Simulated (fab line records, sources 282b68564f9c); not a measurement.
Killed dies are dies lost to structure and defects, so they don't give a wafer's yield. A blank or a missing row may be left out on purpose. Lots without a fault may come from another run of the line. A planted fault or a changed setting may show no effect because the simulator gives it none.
Problem report in the 8D (eight disciplines) form, filled by code | flow rit_cmos | the parts of the form that need people (team, actions taken, sign-off) are left out

1. THE PROBLEM
NSD_TW at RIT_NSD_TW_MEAS_10 reads a mean of 2861 on 6 wafers of 2 lots; wafers without a fault read 3117 with a standard deviation of 29. That is -8.8 standard deviations from the usual mean.
First seen on wafer L165.1, day 5 03:55, on film_metro-02. The record holds 39 wafers of 13 lots with a number at this step. Rule for "out", or "out of limits": more than 4 standard deviations from the usual mean. The other wafers with a number count as sound.

2. WHAT IT IS AND WHAT IT IS NOT
question                    | is                     | is not
which readings at this step | NSD_TW                 | -
which lots                  | L165, L168             | L155, L156, L157, L158, L164, L166, L170, L172, L174, L175, L176
which wafers of those lots  | all that have a number | -
read on which gauges        | film_metro-02          | film_metro-01, film_metro-03
when                        | from day 5 03:55       | up to then (15 sound wafers); but 18 sound wafers of L166, L170, L172, L174, L175, L176 came after

3. SUSPECTS, AND WHAT RULES EACH OUT
Counting: a tool at a process step up to the reading stays a suspect if it ran every lot that is out and no sound lot after the first of them.
- the gauge at RIT_NSD_TW_MEAS_10: ruled out. All the wafers that are out were read on film_metro-02, but those of them that RIT_NSD_IMPLANT_08 has rows for are out there too, on other tools.
- plasma_asher-02 at RIT_NWELL_STRIP_09 (strips in O2, time 180 s): ruled out as a lasting fault. Sound lots L175 ran on it after its first lot that is out, L165 (day 3 23:30).
- implanter-04 at RIT_NSD_IMPLANT_08: kept. It ran every lot that is out, first L165 (day 5 03:36), and no sound lot after that. Its own readings are out on those wafers: dose_ions_cm2, faraday_current_uA.
Left after counting: implanter-04 at RIT_NSD_IMPLANT_08.

4. THE CAUSE (what the simulator had put in)
Process parameter drift: implanter-04, from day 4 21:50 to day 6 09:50, at RIT_NSD_IMPLANT_08. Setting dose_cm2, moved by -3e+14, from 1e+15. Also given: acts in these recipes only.
Counting left only this tool.

5. THE CHAIN OF EFFECTS, in route order
Each row: a reading whose mean over the struck wafers that have a number lies more than 3 standard deviations from the usual. Only readings for which the record gives a usual standard deviation are gone through. hours: the time from each lot's start at the first step in this table that gives one to its start at this step, as a median over the lots. sigmas: the change in usual standard deviations.
hours | step                    | reading            | usual        | on struck wafers | change | sigmas
0     | RIT_NSD_IMPLANT_08      | dose_ions_cm2      | 1e+15        | 7e+14            | -3e+14 | -99 or more
0     | RIT_NSD_IMPLANT_08      | faraday_current_uA | 3129         | 2191             | -938   | -15
0     | RIT_NSD_TW_MEAS_10      | NSD_TW             | 3117         | 2861             | -256   | -8.8
2     | RIT_SDANNEAL_RS_MEAS_05 | NSD_RS             | 84.52 ohm/sq | 112.28           | +27.77 | +99 or more
The process steps in it:
- RIT_NSD_IMPLANT_08
Later measuring or inspecting steps at which every struck wafer that the step has a row for has a number for every such reading, and none has moved that far: RIT_CONTACT_CD_MEAS_08.

6. WHAT WOULD HAVE CAUGHT IT SOONER
In this record the first reading out of limits at a measuring or inspecting step was taken at day 5 03:55, 6 hours after the fault began at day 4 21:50.
The tool's own readings at RIT_NSD_IMPLANT_08 were out on every struck wafer that the step has a row for (dose_ions_cm2, faraday_current_uA): an alarm limit on them would have fired on the first of those.
Of the lots that are out (2), L168 began RIT_NSD_IMPLANT_08 on implanter-04 after day 5 03:55. A hold on the tool at that time would have spared it.
